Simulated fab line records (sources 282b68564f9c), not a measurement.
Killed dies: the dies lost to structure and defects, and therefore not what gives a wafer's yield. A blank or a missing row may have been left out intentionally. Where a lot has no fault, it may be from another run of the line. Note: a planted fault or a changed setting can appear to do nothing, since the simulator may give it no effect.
What tool caused it?	flow rit_cmos	39 wafers from 13 lots sampled at 2 of the route's 202 steps

WHAT EACH GAUGE READ, for each wafer
Not one reading of a measure or inspect step in the record can be checked against a usual standard deviation.

WHAT TOOL EACH LOT RAN ON (gives the tool, then ch and the chambers of the sampled wafers, and finally the start)
lot	RIT_FOX1_WET_ETCH_02	RIT_M1_PROBE_99
L118	wet_bench-01 ch 0, day 2 01:35	-
L119	wet_bench-03 ch 1, day 2 06:31	-
L120	wet_bench-01 ch 1, day 2 09:09	-
L121	wet_bench-04 ch 1, day 2 15:01	-
L124	wet_bench-01 ch 1, day 3 05:13	prober-01, day 5 01:25
L125	wet_bench-03 ch 3, day 3 11:04	-
L126	wet_bench-03 ch 1, day 3 16:44	-
L128	wet_bench-01 ch 2, day 4 01:27	-
L129	wet_bench-04 ch 2, day 4 06:22	prober-02, day 6 02:19
L130	wet_bench-04 ch 1, day 4 11:19	-
L132	wet_bench-04 ch 0, day 4 22:45	-
L138	wet_bench-01 ch 1, day 6 02:37	prober-02, day 7 21:47
L140	wet_bench-01 ch 2, day 6 13:46	-
- RIT_FOX1_WET_ETCH_02: etches SiO2 in BOE, target depth 350 nm, time 390 s.
- RIT_M1_PROBE_99

AS READ BY THE TOOLS THEMSELVES (means over the sampled wafers that have a number; for cases with no such wafer, the mark the record gives instead)
RIT_M1_PROBE_99. Usual: killed_at_M0_to_M3 is 0.0 with standard deviation 0.12, killed_at_contacts is 0.1 with standard deviation 0.27, killed_at_front_end is 7 with standard deviation 3.1, killed_dies is 7 with standard deviation 3.1, killed_on_rim is 1.8 with standard deviation 1.5, killed_open is 3.3 with standard deviation 2.1, and killed_short is 3.5 with standard deviation 2.
lot	tool	killed_at_M0_to_M3	killed_at_contacts	killed_at_front_end	killed_dies	killed_on_rim	killed_open	killed_short	flag
L124	prober-01	0.0	0.0	7	7	1.0	4.3	2.7	
L129	prober-02	0.0	0.3	7	8	1.3	4.3	3.3	
L138	prober-02	0.0	0.0	28	28	11.3	3.7	3.7	OFF

THE ANSWER, worked out from the rows above alone
Rule: a lot is off if the mean of its wafers that have a number lies more than 3 standard deviations from the usual mean. Also off: a lot with no number at a reading for which 4 or more lots have one. The other lots that the step has rows for count as sound. After the gauges, taken in route order, come the tools' own readings; for these a lot's mean is taken, as printed above. The first step at which some lot is off is used, and at that step the reading that is off furthest; a lot without a number counts as furthest.
Off: L138 (RIT_M1_PROBE_99, killed_at_front_end). Neither off nor sound, because the step has no rows for them: L118, L119, L120, L121, L125, L126, L128, L130, L132, L140.
If a tool, at that step or one of the process steps before it, ran each lot that is off and ran no sound lot following the first of them, it fits. 2 tools fit, wet_bench-01 at RIT_FOX1_WET_ETCH_02 and prober-02 at RIT_M1_PROBE_99, so this cannot tell which one it is.

WHAT HAD BEEN PUT IN BY THE SIMULATOR
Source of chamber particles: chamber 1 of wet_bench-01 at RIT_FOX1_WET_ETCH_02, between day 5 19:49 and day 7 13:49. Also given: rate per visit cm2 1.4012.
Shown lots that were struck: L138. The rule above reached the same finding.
